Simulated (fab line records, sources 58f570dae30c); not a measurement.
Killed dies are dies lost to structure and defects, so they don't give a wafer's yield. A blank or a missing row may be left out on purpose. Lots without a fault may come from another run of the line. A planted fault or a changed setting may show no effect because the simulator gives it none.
One fault seen from 2 desks | flow berkeley_cmos170 | each desk has only its own numbers; what lay behind them comes last

THE METROLOGY DESK
What the gauges read, lot by lot, whatever tool the lot ran on: means of the sampled wafers that have a number. A lot is out of limits, marked OUT, if its mean lies more than 4 standard deviations from the usual mean; the brackets give that distance.
Columns: A = M1_AL_RS at UCB170_M1_RS_MEAS_01, usual 0.0486 ohm/sq; B = M1_AL_THK at UCB170_M1_THK_MEAS_02, usual 592 nm; C = cd_nm at UCB170_M1_CD_MEAS_09, usual 700.5 nm; D = M1_OVL at UCB170_M1_OVL_MEAS_10, usual 2 nm
lot  | first seen here | A      | B   | C     | D
L989 | day 9 03:08     | 0.0488 | 588 | 698.8 | 1
L991 | day 9 16:19     | 0.0485 | 591 | 699.0 | -0
L995 | day 10 22:03    | 0.0482 | 599 | 702.2 | 3
L102 | day 12 08:32    | 0.0490 | 590 | 702.9 | 3
L100 | day 12 08:51    | 0.0489 | 594 | 702.2 | -1
L106 | day 12 21:28    | 0.0489 | 586 | 699.4 | 0
This desk's finding: nothing out of limits on any of the 6 lots.

THE TOOL OWNER'S DESK: rie_metal-04
The tool's own readings at UCB170_M1_METAL_ETCH_12 (etches Al in Cl2/BCl3, stops on PSG, target depth 780 nm, time 130 s): means of the sampled wafers that have a number, for each lot that ran on this tool. A lot is out of limits, marked OUT, if its mean lies more than 4 standard deviations from the usual mean; the brackets give that distance.
Columns: A = chamber_pressure_mTorr at UCB170_M1_METAL_ETCH_12, usual 11.999 mTorr; B = drypump_motor_current_A at UCB170_M1_METAL_ETCH_12, usual 5.8 A; C = he_backside_leak_sccm at UCB170_M1_METAL_ETCH_12, usual 3.30 sccm; D = oes_product_au at UCB170_M1_METAL_ETCH_12, usual 0.853 a.u.; E = rf_fwd_power_W at UCB170_M1_METAL_ETCH_12, usual 597.2 W; F = throttle_valve_pct at UCB170_M1_METAL_ETCH_12, usual 24.50 %
lot  | first seen here | A                        | B   | C    | D     | E     | F
L989 | day 9 04:59     | 12.008                   | 6.3 | 3.44 | 0.848 | 597.7 | 24.70
L991 | day 9 18:11     | 18.001 (+99 or more) OUT | 5.9 | 3.40 | 0.852 | 597.0 | 24.69
L995 | day 10 23:15    | 18.004 (+99 or more) OUT | 6.3 | 3.44 | 0.852 | 599.5 | 24.70
This desk's finding: out of limits on L991, L995; first on L991, day 9 18:11 (chamber_pressure_mTorr at UCB170_M1_METAL_ETCH_12). In limits: L989.

PUT TOGETHER
The tool owner's desk could have raised an alarm at day 9 18:11, on L991, L995.
The metrology desk saw nothing out of limits.
The metrology desk has L991, L995 on record, within its limits.
Of the lots named, all ran UCB170_M1_METAL_ETCH_12 on rie_metal-04.

WHAT THE SIMULATOR HAD PUT IN
Process parameter drift: rie_metal-04, from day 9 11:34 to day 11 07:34, at UCB170_M1_METAL_ETCH_12. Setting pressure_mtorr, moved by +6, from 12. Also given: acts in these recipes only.
Lots struck among those shown: L991, L995.
Hours from the fault's start to each desk's first reading out of limits: the tool owner's desk, 7.
